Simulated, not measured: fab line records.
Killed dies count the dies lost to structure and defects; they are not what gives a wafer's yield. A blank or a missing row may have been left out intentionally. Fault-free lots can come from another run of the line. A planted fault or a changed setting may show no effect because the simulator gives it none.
fab line records ; flow rit_cmos ; part 2 of 2: steps 30 to 39 of 39
record: lots: 5; wafers: 15; last_day: 7
route steps=202 shown PRETRO@66 GATE@75 FOX2@80 REOX@98 NLDD@103
lots that met no fault: from a run of the same line without faults
start_h: start of the lot's first displayed wafer, in hours after the record's first day ; wait_h: how many hours have passed since the lot's step before this one ; " identical to the entry in the row above ; L1.1+2: several wafers, shown together as one row ; - no value, or no start was given ; * or withheld: withheld ; < > ~ a bound
route shown NAME@n: names a module that has steps shown in the file, with the first one's number in the route ; usual: mean/standard deviation of fault-free wafers ; same: alike in all rows ; chamber/n: place in a boat ; sites: the reading at each site ; _std_site: standard deviation of those values ; _edge_site: the outer-site mean with the inner-site mean subtracted ; radius_mm: how far each site lies from the wafer's centre ; mask NAME#n: copy n ; behind: tool/chamber where the wafer was last shaped ; hold: the reason the lot was held/the length of the hold in hours/how it ended ; device: whichever transistor did not switch (one of n, p or np) ; end of line: tests of these same wafers at the route's end ; a step with no rows: only its recipe ; killed: the dies lost at the first sort to structure and to defects; this is not the yield of the wafer ; map: per-die view of a wafer (x killed, . not killed, _ where there is no die)
set.NAME: the setting as run; set.NAME@STEP: as run at that earlier step ; model.NAME: the simulator's own value behind a step, which no gauge read
lots at selected steps of the route; one table per step, one row per wafer
services: the hour from which a tool's chamber was out of use, counted from the record's first day as start_h (under 0 if before that day), plus the number of hours and why
== steps ==
step: RIT_GATE_ETCH_19
recipe: chemistry: SF6/CHF3/O2; time_s: 165; SF6_flow_sccm: 30; CHF3_flow_sccm: 30; O2_flow_sccm: 5; target: poly-Si; pressure_mtorr: 40; rf_w: 160; target_depth_a: 3125; over_etch_frac: 0.25; stop_on: SiO2
usual: O2_flow_sccm: 5.001/0.014; SF6_flow_sccm: 30.01/0.091; drypump_motor_current_A: 5.5/0.54; oes_product_au: 0.849/0.014; throttle_valve_pct: 10.26/0.15
same: time_s: 165
lot.wafer;tool;chamber;start_h;wait_h;O2_flow_sccm;SF6_flow_sccm;drypump_motor_current_A;oes_product_au;rf_hours_counter_h;throttle_valve_pct
L079.1;rie_si-02;3;61.52;0.1;5.000;30.05;5.4;0.841;100;10.36
L079.3;rie_si-02;1;61.52;0.1;5.008;30.05;4.9;0.845;1;10.33
L079.6;rie_si-02;2;61.52;0.1;5.002;30.05;5.0;0.839;-;10.08
L086.1;rie_si-01;0;97.04;0.1;4.987;29.85;6.5;0.868;83;10.38
L086.3;rie_si-01;3;97.04;0.1;5.007;29.86;5.6;0.863;42;10.45
L086.5;rie_si-01;0;97.04;0.1;4.991;29.80;6.5;0.860;-;10.38
L087.1;rie_si-02;1;102.39;0.1;5.028;29.93;4.9;0.864;2;10.29
L087.4;rie_si-02;0;102.39;0.1;5.008;30.05;6.1;0.847;66;10.07
L087.5;rie_si-02;1;102.39;0.1;4.991;30.04;4.9;0.865;-;10.32
L090.1;rie_si-02;3;116.98;0.1;5.002;30.10;5.3;0.828;101;10.38
L090.2;rie_si-02;1;116.98;0.1;5.007;30.08;4.9;0.844;2;10.31
L090.5;rie_si-02;2;116.98;0.1;4.999;30.03;5.0;0.855;-;10.06
L094.1;rie_si-02;1;136.77;0.1;5.001;30.00;4.9;0.866;2;10.31
L094.4;rie_si-02;2;136.77;0.1;4.998;29.96;5.0;0.849;78;10.06
L094.6;rie_si-02;1;136.77;0.1;4.998;30.07;4.9;0.851;-;10.30
step: RIT_GATE_STRIP_20
recipe: chemistry: O2; time_s: 180; resist: NOVOLAK; platen_temp_c: withheld; power_w: 500; pressure_mtorr: 4000; o2_flow_sccm: 4000
usual: drypump_motor_current_A: 5.6/0.5
same: time_s: 180
lot.wafer;tool;chamber;start_h;wait_h;drypump_motor_current_A;rf_hours_counter_h
L079.1;plasma_asher-01;0;61.62;0.1;5.2;41
L079.3;plasma_asher-01;0;61.62;0.1;5.2;-
L079.6;plasma_asher-01;1;61.62;0.1;5.3;-
L086.1;plasma_asher-03;1;97.15;0.1;5.6;45
L086.3;plasma_asher-03;1;97.15;0.1;5.7;-
L086.5;plasma_asher-03;0;97.15;0.1;5.6;-
L087.1;plasma_asher-03;0;102.50;0.1;5.7;45
L087.4;plasma_asher-03;1;102.50;0.1;5.7;-
L087.5;plasma_asher-03;0;102.50;0.1;5.7;-
L090.1;plasma_asher-02;1;117.09;0.1;6.6;48
L090.2;plasma_asher-02;0;117.09;0.1;5.2;48
L090.5;plasma_asher-02;0;117.09;0.1;5.2;-
L094.1;plasma_asher-03;1;136.88;0.1;5.6;2
L094.4;plasma_asher-03;0;136.88;0.1;5.7;-
L094.6;plasma_asher-03;0;136.88;0.1;5.6;-
step: RIT_GATE_CD_MEAS_90
recipe: target_cd_nm: 150
usual: cd_nm: 149.9/2.3
lot.wafer;tool;chamber;start_h;wait_h;cd_nm
L079.1;cd_sem-02;-;61.80;0.1;148.0
L079.3;cd_sem-02;-;61.80;0.1;148.4
L079.6;cd_sem-02;-;61.80;0.1;148.0
L086.1;cd_sem-01;-;97.32;0.1;147.2
L086.3;cd_sem-01;-;97.32;0.1;147.2
L086.5;cd_sem-01;-;97.32;0.1;148.1
L087.1;cd_sem-01;-;102.67;0.1;150.7
L087.4;cd_sem-01;-;102.67;0.1;149.3
L087.5;cd_sem-01;-;102.67;0.1;151.4
L090.1;cd_sem-02;-;117.27;0.1;150.8
L090.2;cd_sem-02;-;117.27;0.1;153.2
L090.5;cd_sem-02;-;117.27;0.1;153.8
L094.1;cd_sem-01;-;137.05;0.1;150.9
L094.4;cd_sem-01;-;137.05;0.1;152.1
L094.6;cd_sem-01;-;137.05;0.1;149.7
step: RIT_REOX_CLEAN_00
recipe: chemistry: SC1; mix: 3:3:50; time_s: 600; temp_c: 75
same: time_s: 600
lot.wafer;tool;chamber;start_h;wait_h
L079.1+3+6;wet_bench-01;3;61.92;0.1
L086.1+3+5;wet_bench-03;3;97.44;0.1
L087.1+4+5;wet_bench-04;3;102.79;0.1
L090.1+2+5;wet_bench-03;0;117.39;0.1
L094.1+4+6;wet_bench-04;3;137.17;0.1
step: RIT_REOX_CLEAN_01
recipe: chemistry: dHF; dilution: 50:1; time_s: 30
same: time_s: 30
lot.wafer;tool;chamber;start_h;wait_h
L079.1+3+6;wet_bench-04;0;62.09;0.0
L086.1+3+5;wet_bench-01;1;97.63;0.0
L087.1+4+5;wet_bench-01;1;102.98;0.0
L090.1+2+5;wet_bench-01;1;117.56;0.0
L094.1+4+6;wet_bench-04;3;137.36;0.0
step: RIT_REOX_CLEAN_02
recipe: chemistry: SC2; mix: 3:3:50; time_s: 600; temp_c: 75; dry: n2_spin
same: time_s: 600
lot.wafer;tool;chamber;start_h;wait_h
L079.1+3+6;wet_bench-03;1;62.11;0.0
L086.1+3+5;wet_bench-03;2;97.65;0.0
L087.1+4+5;wet_bench-03;2;103.00;0.0
L090.1+2+5;wet_bench-03;3;117.58;0.0
L094.1+4+6;wet_bench-04;3;137.38;0.0
step: RIT_REOX_OXIDATION_03
recipe: temp_c: 900; ambient: O2; target_thk_a: 252; ox_time_s: 5580
usual: spike_tc_load_C: 928.1/1.6
lot.wafer;tool;chamber;start_h;wait_h;spike_tc_load_C
L079.1;furnace-03;0;62.29;0.0;927.7
L079.3;furnace-03;0;62.29;0.0;926.9
L079.6;furnace-03;0;62.29;0.0;927.8
L086.1;furnace-04;0;98.05;0.2;931.1
L086.3;furnace-04;0;98.05;0.2;931.2
L086.5;furnace-04;0;98.05;0.2;929.1
L087.1;furnace-02;0;103.18;0.0;929.1
L087.4;furnace-02;0;103.18;0.0;926.2
L087.5;furnace-02;0;103.18;0.0;926.7
L090.1;furnace-02;0;117.75;0.0;925.3
L090.2;furnace-02;0;117.75;0.0;926.8
L090.5;furnace-02;0;117.75;0.0;925.7
L094.1;furnace-04;0;138.34;0.8;929.5
L094.4;furnace-04;0;138.34;0.8;932.0
L094.6;furnace-04;0;138.34;0.8;930.1
step: RIT_REOX_THK_MEAS_04
recipe: reads: SiO2_of_REOX_OXIDATION_03
usual: REOX_OXIDE_THK: 25.0/0.49
lot.wafer;tool;chamber;start_h;wait_h;REOX_OXIDE_THK[nm]
L079.1;film_metro-02;-;64.84;0.0;25.1
L079.3;film_metro-02;-;64.84;0.0;25.6
L079.6;film_metro-02;-;64.84;0.0;25.2
L086.1;film_metro-02;-;100.60;0.0;25.0
L086.3;film_metro-02;-;100.60;0.0;25.1
L086.5;film_metro-02;-;100.60;0.0;24.9
L087.1;film_metro-04;-;105.73;0.0;24.7
L087.4;film_metro-04;-;105.73;0.0;24.5
L087.5;film_metro-04;-;105.73;0.0;24.8
L090.1;film_metro-04;-;120.30;0.0;25.1
L090.2;film_metro-04;-;120.30;0.0;25.0
L090.5;film_metro-04;-;120.30;0.0;25.0
L094.1;film_metro-04;-;140.89;0.0;24.3
L094.4;film_metro-04;-;140.89;0.0;24.8
L094.6;film_metro-04;-;140.89;0.0;24.3
step: RIT_NLDD_HMDS_00
recipe: prime_time_s: 60; prime_temp_c: 140
usual: resist_line_temp_C: 23.01/0.11
lot.wafer;tool;chamber;start_h;wait_h;resist_line_temp_C
L079.1;litho_track-03;0;64.98;0.1;22.99
L079.3;litho_track-03;0;64.98;0.1;22.87
L079.6;litho_track-03;0;64.98;0.1;23.06
L086.1;litho_track-02;0;100.66;0.1;23.24
L086.3;litho_track-02;0;100.66;0.1;23.08
L086.5;litho_track-02;0;100.66;0.1;22.92
L087.1;litho_track-03;0;105.79;0.1;22.95
L087.4;litho_track-03;0;105.79;0.1;22.84
L087.5;litho_track-03;0;105.79;0.1;23.06
L090.1;litho_track-03;0;120.36;0.1;23.09
L090.2;litho_track-03;0;120.36;0.1;23.01
L090.5;litho_track-03;0;120.36;0.1;22.88
L094.1;litho_track-03;0;140.95;0.1;22.93
L094.4;litho_track-03;0;140.95;0.1;22.96
L094.6;litho_track-03;0;140.95;0.1;22.94
step: RIT_NLDD_COAT_01
recipe: resist: NOVOLAK; spin_rpm: 3250; resist_thk_nm: 1000
usual: resist_line_temp_C: 23.00/0.11
lot.wafer;tool;chamber;start_h;wait_h;resist_line_temp_C
L079.1;litho_track-03;0;65.13;0.1;23.10
L079.3;litho_track-03;0;65.13;0.1;23.07
L079.6;litho_track-03;0;65.13;0.1;23.01
L086.1;litho_track-02;0;100.81;0.1;23.01
L086.3;litho_track-02;0;100.81;0.1;22.95
L086.5;litho_track-02;0;100.81;0.1;22.94
L087.1;litho_track-03;0;105.94;0.1;23.09
L087.4;litho_track-03;0;105.94;0.1;22.99
L087.5;litho_track-03;0;105.94;0.1;23.00
L090.1;litho_track-03;0;120.51;0.1;23.01
L090.2;litho_track-03;0;120.51;0.1;23.07
L090.5;litho_track-03;0;120.51;0.1;22.95
L094.1;litho_track-03;0;141.10;0.1;22.97
L094.4;litho_track-03;0;141.10;0.1;23.09
L094.6;litho_track-03;0;141.10;0.1;23.01
== services ==
tool;chamber;start_h;hours;kind
implanter-04;-;36.36;5.0;pm
rie_si-02;3;40.15;11.3;repair
iline_stepper-02;-;43.09;1.7;pm
implanter-01;-;43.19;1.0;repair
implanter-02;-;47.09;17.3;pm
iline_stepper-01;0;47.28;-;calibration
plasma_asher-01;-;53.02;4.2;repair
iline_stepper-02;-;61.26;11.4;repair
implanter-04;-;66.91;3.5;repair
furnace-02;-;71.82;1.4;pm
iline_stepper-01;-;85.50;21.6;repair
rie_si-02;-;86.24;0.4;repair
furnace-04;-;107.05;3.1;pm
iline_stepper-01;-;107.06;8.9;pm
plasma_asher-03;-;108.75;9.0;pm
plasma_asher-03;0;108.75;9.0;vent_cycle
plasma_asher-03;1;108.75;9.0;vent_cycle
furnace-01;-;111.71;3.0;pm
rie_si-01;-;116.28;28.1;pm
plasma_asher-03;0;117.75;-;clean
litho_track-04;-;121.97;-;consumable_replace:filter
implanter-04;-;124.40;3.7;repair
iline_stepper-02;0;124.75;-;calibration
plasma_asher-03;-;137.99;23.6;repair
